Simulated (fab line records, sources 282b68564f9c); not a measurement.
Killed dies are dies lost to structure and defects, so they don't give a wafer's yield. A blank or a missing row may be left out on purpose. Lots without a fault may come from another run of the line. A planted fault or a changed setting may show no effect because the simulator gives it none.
A struck lot beside a sound one | flow rit_cmos | 19 steps out of a route of 202
Sound: wafers L851.1, L851.4, L851.6. Struck: wafers L871.1, L871.4, L871.5. The cause comes at the end.
At each step with rows: each side's tool, then ch and its chambers, then its first start. Under that, the readings that differ: sound wafers | struck wafers | difference of the means | sigmas: that difference in standard deviations of wafers without a fault.
alike: readings whose means differ by less than 2 such deviations, and words and numbers that are the same on both sides. not compared: withheld readings, readings that some wafer has no value for, bounds like >300 that may hide the same value, and numbers for which the record gives no deviation and whose values overlap.
The two part at a step that has a row with sigmas, a row that says differs or no value, or rows on one side only. Numbers that don't overlap but have no deviation are shown without sigmas and don't part them. A reading that every wafer of one side lacks parts them only if that side has two wafers or more.

first, 4 steps without rows for these wafers: RIT_PSD_SOFTBAKE_02 (time 60 s); RIT_PSD_EXPOSE_03 (exposes mask M10, target cd 40900 nm); RIT_PSD_PEB_04; RIT_PSD_DEVELOP_05 (develop time 50 s).
RIT_PSD_OVL_MEAS_06:
  sound on overlay-01, day 3 01:11; struck on overlay-01, day 7 04:51
  alike: PSD_OVL
then, 2 steps without rows for these wafers: RIT_PSD_HARDBAKE_07 (time 60 s); RIT_PSD_IMPLANT_08.
RIT_PSD_STRIP_09: strips in O2, time 180 s.
  sound on plasma_asher-01 ch 0,1, day 3 01:32; struck on plasma_asher-01 ch 0,1, day 7 05:11
  alike: drypump_motor_current_A
  not compared: rf_hours_counter_h
RIT_PSD_TW_MEAS_10:
  sound on film_metro-03, day 3 01:42; struck on film_metro-02, day 7 05:22
  alike: PSD_TW
then, 3 steps without rows for these wafers: RIT_SDANNEAL_CLEAN_00 (cleans in SC1, time 600 s); RIT_SDANNEAL_CLEAN_01 (cleans in dHF, time 30 s); RIT_SDANNEAL_CLEAN_02 (cleans in SC2, time 600 s).
RIT_SDANNEAL_RTA_03: time 5 s.
  sound on rtp_anneal-01 ch 0, day 3 02:10; struck on rtp_anneal-01 ch 0, day 7 05:47
  reading          | sound                | struck               | difference | sigmas
  wafer_temp_C_max | 1054.4 1052.4 1052.1 | 1088.3 1084.3 1087.2 | +33.6      | +31
RIT_SDANNEAL_RS_MEAS_04: measures by four-point-probe.
  sound on film_metro-01, day 3 02:13; struck on film_metro-02, day 7 05:51
  reading         | sound             | struck         | difference | sigmas
  PSD_RS (ohm/sq) | 116.4 115.7 115.3 | 94.3 94.0 94.1 | -21.7      | -66
RIT_SDANNEAL_RS_MEAS_05: measures by four-point-probe.
  sound on film_metro-01, day 3 02:20; struck on film_metro-02, day 7 05:58
  reading         | sound             | struck            | difference | sigmas
  NSD_RS (ohm/sq) | 84.94 85.24 85.28 | 82.88 82.84 83.04 | -2.23      | -8
RIT_SDANNEAL_RS_MEAS_06: measures by four-point-probe.
  sound on film_metro-01, day 3 02:28; struck on film_metro-02, day 7 06:05
  reading          | sound             | struck            | difference | sigmas
  PLDD_RS (ohm/sq) | 180.0 179.4 179.2 | 160.6 159.9 160.9 | -19.1      | -37
RIT_SDANNEAL_RS_MEAS_07: measures by four-point-probe.
  sound on film_metro-01, day 3 02:35; struck on film_metro-02, day 7 06:13
  reading          | sound             | struck            | difference | sigmas
  NLDD_RS (ohm/sq) | 151.1 151.5 151.4 | 149.3 150.5 149.8 | -1.5       | -3
then, 1 step without rows for these wafers: RIT_SILICIDE_WET_ETCH_00 (etches SiO2 in BOE, target depth 14 nm, time 15 s).
RIT_M1_PROBE_99:
  sound on prober-01, day 3 09:49; struck on prober-01, day 7 13:28
  alike: killed_at_contacts, killed_at_front_end, killed_dies, killed_on_rim, killed_open, killed_short

WHERE THEY PART
First at RIT_SDANNEAL_RTA_03; last, within this record, at RIT_SDANNEAL_RS_MEAS_07. Later steps at which nothing parts them and some readings are alike: RIT_M1_PROBE_99.

WHY: what the simulator had put in
Process parameter drift: rtp_anneal-01, from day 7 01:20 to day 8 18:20, at RIT_SDANNEAL_RTA_03. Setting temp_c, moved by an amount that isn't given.
